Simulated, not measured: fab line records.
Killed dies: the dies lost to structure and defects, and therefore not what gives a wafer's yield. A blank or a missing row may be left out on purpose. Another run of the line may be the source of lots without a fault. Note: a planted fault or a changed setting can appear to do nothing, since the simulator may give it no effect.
Split-lot trial    flow berkeley_cmos170    23 wafers read from 5 lots, route of 331 steps

ON THE SPLIT
At UCB170_PLDD_EXPOSE_03 (exposes mask PSELECT, target cd 1200 nm), the setting dose_mj was moved away from the recipe's 30 on 11 of the 23 wafers read, by -5.2% to +5.7%. This setting was run at the recipe's value on the other wafers.

FROM THE SPLIT TO THE READING: what the file shows between them, 2 steps
- UCB170_PLDD_PEB_04
- UCB170_PLDD_DEVELOP_05: develop time 45 s

THE READING
cd_nm (nm) at UCB170_PLDD_CD_MEAS_06, where the cd target is 1200 nm. A value of 1199.6 nm with a standard deviation of 1.1 nm is what fault-free wafers of this fab line usually give.

wafer   tool, chamber at the split  dose_mj as run  against the recipe  cd_nm, nm  against lot-mates on the recipe
L075.1  krf_scanner-02, 0           30              recipe              1201.7     -
L075.3  krf_scanner-02, 0           30              recipe              1200.9     -
L075.4  krf_scanner-02, 0           30              recipe              1201.8     -
L077.1  krf_scanner-02, 0           31.07           +3.6%               1204.7     +5.2
L077.2  krf_scanner-02, 0           30              recipe              1199.8     -
L077.4  krf_scanner-02, 0           30              recipe              1199.3     -
L077.5  krf_scanner-02, 0           31.07           +3.6%               1207.1     +7.5
L077.6  krf_scanner-02, 0           31.07           +3.6%               1206.9     +7.4
L078.1  krf_scanner-01, 0           31.7            +5.7%               1207.9     +9.7
L078.2  krf_scanner-01, 0           30              recipe              1198.7     -
L078.4  krf_scanner-01, 0           30              recipe              1197.8     -
L078.5  krf_scanner-01, 0           31.7            +5.7%               1209.9     +11.7
L078.6  krf_scanner-01, 0           31.7            +5.7%               1208.8     +10.5
L082.1  krf_scanner-01, 0           31.67           +5.6%               1212.1     +11.7
L082.2  krf_scanner-01, 0           31.67           +5.6%               1211.4     +11.0
L082.4  krf_scanner-01, 0           30              recipe              1199.8     -
L082.5  krf_scanner-01, 0           30              recipe              1199.9     -
L082.6  krf_scanner-01, 0           30              recipe              1201.6     -
L083.2  krf_scanner-02, 0           28.44           -5.2%               1187.5     -11.3
L083.3  krf_scanner-02, 0           30              recipe              1198.8     -
L083.4  krf_scanner-02, 0           28.44           -5.2%               1188.9     -9.9
L083.5  krf_scanner-02, 0           30              recipe              1198.8     -
L083.6  krf_scanner-02, 0           28.44           -5.2%               1187.5     -11.3

THE FIT
A straight line over all 23 wafers: cd_nm changes by +1.98 nm for each +1% of dose_mj; r = +0.98; the points scatter about the line by 1.5 nm.
The same after taking each lot's own level away (the mean of its wafers on the recipe; 23 wafers): +1.99 nm for each +1%; r = +0.99; scatter 0.76 nm.
On that fit, the largest move of dose_mj shifts the reading by 11 nm.
From 1198.25 to 1201.47 nm: that is the span of the lots' own levels, equal to 2.9 times the standard deviation above.
So the lot-to-lot level changes the slope little: the two slopes agree.
Check: +11.3 nm against its lot-mates is what the line predicts for one of the wafers moved furthest among these (+5.7%) when that wafer is left out of the fit. It came out at +9.65 nm against them.

ADDITIONAL SPLITS CARRIED BY THESE WAFERS
Note: prior to the reading, these wafers also went through further splits. Each is held against what the fit with the lots' levels taken away leaves over:
other split on the same wafers     wafers away from the commonest value  r with cd_nm (lot level and that fit taken away)
UCB170_NVT_IMPLANT_07 energy_kev   8                                     +0.22
UCB170_PLDD_COAT_01 resist_thk_nm  7                                     -0.53

THE FILE'S OWN FIT
cd_nm changes by +1.97 nm for each +1% of dose_mj, r = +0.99.
